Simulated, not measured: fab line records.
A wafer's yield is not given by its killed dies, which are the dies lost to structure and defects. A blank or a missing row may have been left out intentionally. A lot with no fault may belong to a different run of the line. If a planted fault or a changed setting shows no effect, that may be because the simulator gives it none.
Chamber matching | flow rit-cmos | RIT_ACTIVE_ETCH_13 on rie-diel-04 has 4 sister chambers
The step etches Si3N4 in SF6, stops on SiO2, time 210 s, target depth 210 nm. 14 wafers are shown with their chamber, then 7 later ones without.

## WAFERS PAIRED WITH THEIR CHAMBERS
wafer  | chamber | drypump-motor-current-A (A) | throttle-valve-pct (%) | oes-product-au (a.u.)
L342.1 | 0       | 5.6                         | 7.61                   | 0.833
L342.2 | 1       | 5.5                         | 7.44                   | 0.823
L342.4 | 3       | 5.8                         | 7.62                   | 0.832
L344.2 | 2       | 5.2                         | 7.63                   | 0.821
L344.3 | 0       | 5.6                         | 7.62                   | 0.834
L344.6 | 2       | 5.2                         | 7.60                   | 0.828
L345.1 | 1       | 5.6                         | 7.44                   | 0.829
L345.3 | 3       | 5.9                         | 7.62                   | 0.832
L345.5 | 0       | 5.6                         | 7.62                   | 0.830
L355.1 | 3       | 5.9                         | 7.62                   | 0.821
L355.2 | 2       | 5.2                         | 7.60                   | 0.836
L355.3 | 1       | 5.5                         | 7.46                   | 0.831
L357.4 | 3       | 5.9                         | 7.63                   | 0.825
L357.5 | 0       | 5.6                         | 7.62                   | 0.831

SIGNATURES, as means of the wafers listed above
reading                 | chamber 0 | chamber 1 | chamber 2 | chamber 3 | scatter within a chamber
drypump-motor-current-A | 5.600     | 5.533     | 5.200     | 5.875     | 0.0376
throttle-valve-pct      | 7.6175    | 7.4467    | 7.6100    | 7.6225    | 0.0101
oes-product-au          | 0.83200   | 0.82767   | 0.82833   | 0.82750   | 0.00496
Rule: a wafer lies at a distance from a chamber equal to the root of the sum of squares, over the readings, of (its reading less the chamber's mean, divided by the reading's scatter). If the next closest chamber is less than 2 further off than the closest, the wafer can't be placed; otherwise it belongs to the closest. The scatter: the root of (the sum of the squares of (reading less its chamber's mean) over the shown wafers, divided by (wafers less chambers)).

## WAFERS WITH NO CHAMBER GIVEN
wafer  | drypump-motor-current-A (A) | throttle-valve-pct (%) | oes-product-au (a.u.)
L357.6 | 5.5                         | 7.45                   | 0.835
L360.1 | 5.6                         | 7.61                   | 0.838
L360.2 | 5.2                         | 7.61                   | 0.832
L360.4 | 5.6                         | 7.43                   | 0.833
L362.4 | 5.2                         | 7.62                   | 0.833
L362.5 | 5.6                         | 7.63                   | 0.835
L362.6 | 5.9                         | 7.62                   | 0.828

## CHAMBER TAKEN BY EACH
wafer  | from the rows above | in truth
L357.6 | 1                   | 1
L360.1 | 0                   | 0
L360.2 | 2                   | 2
L360.4 | 1                   | 1
L362.4 | 2                   | 2
L362.5 | 0                   | 0
L362.6 | 3                   | 3
Correctly placed: 7 of 7. Number that these rows cannot place: 0. 0 placed wrongly.
